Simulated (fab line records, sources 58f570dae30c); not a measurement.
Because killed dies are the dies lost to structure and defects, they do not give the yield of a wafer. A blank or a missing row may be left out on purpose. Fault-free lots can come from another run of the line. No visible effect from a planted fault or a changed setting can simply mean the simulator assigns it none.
Lot-split experiment	flow berkeley cmos170	route with 331 steps; 5 lots, 23 wafers read

== ON THE SPLIT ==
At UCB170_BACKSIDE_STRIP_03 (strips in O2), the setting power w was moved away from the recipe's 400 W on 7 of the 23 wafers read, by -11.4% to +8.3%. This setting was run at the recipe's value on the other wafers.

The reading comes from the split's own step.

== THE READING ==
oes product au, in a.u., at UCB170_BACKSIDE_STRIP_03 (strips in O2). Typical for fault-free wafers on this fab line: 0.734 a.u., with standard deviation 0.0047 a.u.

wafer	tool, chamber at the split	power w as run, W	against the recipe	oes product au, a.u.	against lot-mates on the recipe
L075.1	plasma asher-04, 0	429.8	+7.5%	0.760	+0.027
L075.2	plasma asher-04, 1	429.8	+7.5%	0.760	+0.027
L075.3	plasma asher-04, 0	400	recipe	0.728	-
L075.4	plasma asher-04, 1	400	recipe	0.738	-
L075.6	plasma asher-04, 1	429.8	+7.5%	0.762	+0.029
L074.1	plasma asher-04, 0	400	recipe	0.732	-
L074.3	plasma asher-04, 0	400	recipe	0.734	-
L074.4	plasma asher-04, 1	400	recipe	0.724	-
L079.1	plasma asher-01, 1	400	recipe	0.737	-
L079.2	plasma asher-01, 0	400	recipe	0.730	-
L079.3	plasma asher-01, 0	400	recipe	0.740	-
L079.4	plasma asher-01, 1	433	+8.3%	0.766	+0.030
L079.5	plasma asher-01, 0	433	+8.3%	0.763	+0.027
L081.1	plasma asher-03, 0	400	recipe	0.735	-
L081.2	plasma asher-03, 1	400	recipe	0.736	-
L081.3	plasma asher-03, 1	400	recipe	0.735	-
L081.5	plasma asher-03, 0	400	recipe	0.735	-
L081.6	plasma asher-03, 1	400	recipe	0.729	-
L083.1	plasma asher-01, 1	400	recipe	0.735	-
L083.2	plasma asher-01, 0	400	recipe	0.733	-
L083.3	plasma asher-01, 1	354.3	-11.4%	0.696	-0.041
L083.5	plasma asher-01, 0	354.3	-11.4%	0.684	-0.053
L083.6	plasma asher-01, 1	400	recipe	0.742	-

FIT RESULTS
A straight line over all 23 wafers: oes product au changes by +0.00374 a.u. for each +1% of power w; r = +0.98; the points scatter about the line by 0.0044 a.u.
The same after taking each lot's own level away (the mean of its wafers on the recipe; 23 wafers): +0.00385 a.u. for each +1%; r = +0.98; scatter 0.004 a.u.
On that fit, the largest move of power w shifts the reading by 0.044 a.u.
Across the lots, their own levels run from 0.7300 to 0.7367 a.u., a range of 1.4 times the standard deviation given above.
The two slopes agree, so the slope changes little with the lot-to-lot level.
Check: for one of the wafers moved furthest among these (-11.4%), held out of the fit, the line's prediction against its lot-mates is -0.0464 a.u. Against them it came out at -0.0407 a.u.
Tool readings at the split's step, against how far the setting was moved: oes product au r = +0.98; strip time to endpoint s r = -1.00.

== THESE WAFERS: OTHER SPLITS ==
Note: prior to the reading, these wafers also went through further splits. Each is held against what the fit with the lots' levels taken away leaves over:
other split on the same wafers	wafers away from the commonest value	r with oes product au (lot level and that fit taken away)
UCB170_PSD_IMPLANT_08 energy kev	8	+0.01
UCB170_NSD_EXPOSE_03 dose mj	4	-0.42

== THE WHOLE CHAIN: every reading that the file lists as answering this split, in the file's order ==
step	what it does	reading	change (the file's fit)	r (the file's)
UCB170_BACKSIDE_STRIP_03	strips in O2	oes product au	+0.00388 a.u. for each +1% of the setting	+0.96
UCB170_BACKSIDE_STRIP_03	strips in O2	strip time to endpoint s	withheld for each +1% of the setting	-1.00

== THE FILE'S OWN FIT ==
oes product au changes by +0.00388 a.u. for each +1% of power w, r = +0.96.
